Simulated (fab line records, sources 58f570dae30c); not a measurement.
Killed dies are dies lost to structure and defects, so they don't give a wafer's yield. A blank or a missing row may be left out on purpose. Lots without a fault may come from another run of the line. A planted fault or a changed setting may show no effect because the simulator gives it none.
Chamber matching | flow berkeley_cmos170 | UCB170_ACTIVE_ETCH_15 on rie_diel-01: 4 sister chambers
The step etches Si3N4 in CH3F/Ar/O2, stops on SiO2, target depth 242 nm, time 151 s. 8 wafers are shown with their chamber, then 9 later ones without.

WAFERS WITH THEIR CHAMBER
wafer  | chamber | throttle_valve_pct (%) | drypump_motor_current_A (A)
L301.1 | 3       | 8.22                   | 5.91
L301.5 | 0       | 8.30                   | 5.70
L306.2 | 0       | 8.30                   | 5.72
L306.4 | 2       | 8.09                   | 5.43
L306.6 | 3       | 8.21                   | 5.90
L307.1 | 1       | 8.07                   | 5.67
L307.4 | 2       | 8.10                   | 5.44
L307.6 | 1       | 8.08                   | 5.68

WAFERS WITHOUT THEIR CHAMBER
wafer  | throttle_valve_pct (%) | drypump_motor_current_A (A)
L308.1 | 8.09                   | 5.44
L308.4 | 8.07                   | 5.68
L308.6 | 8.22                   | 5.92
L309.1 | 8.31                   | 5.72
L309.4 | 8.08                   | 5.68
L309.6 | 8.10                   | 5.49
L312.3 | 8.10                   | 5.44
L312.4 | 8.24                   | 5.88
L312.5 | 8.07                   | 5.66

WHICH CHAMBER EACH WENT THROUGH
wafer  | from the rows above | in truth
L308.1 | 2                   | 2
L308.4 | 1                   | 1
L308.6 | 3                   | 3
L309.1 | 0                   | 0
L309.4 | 1                   | 1
L309.6 | 2                   | 2
L312.3 | 2                   | 2
L312.4 | 3                   | 3
L312.5 | 1                   | 1
Placed correctly: 9 of 9. Can't be placed from these rows: 0. Placed wrongly: 0.
How it was worked out, from the rows above alone: a wafer's distance from a chamber is the root of the sum, over the readings, of the square of ((its reading less the chamber's mean) divided by the reading's scatter). The wafer belongs to the nearest chamber; if the next one is less than 2 further off, it can't be placed. A chamber's mean is the mean of its shown wafers. The scatter: the root of (the sum of the squares of (reading less its chamber's mean) over the shown wafers, divided by (wafers less chambers)).
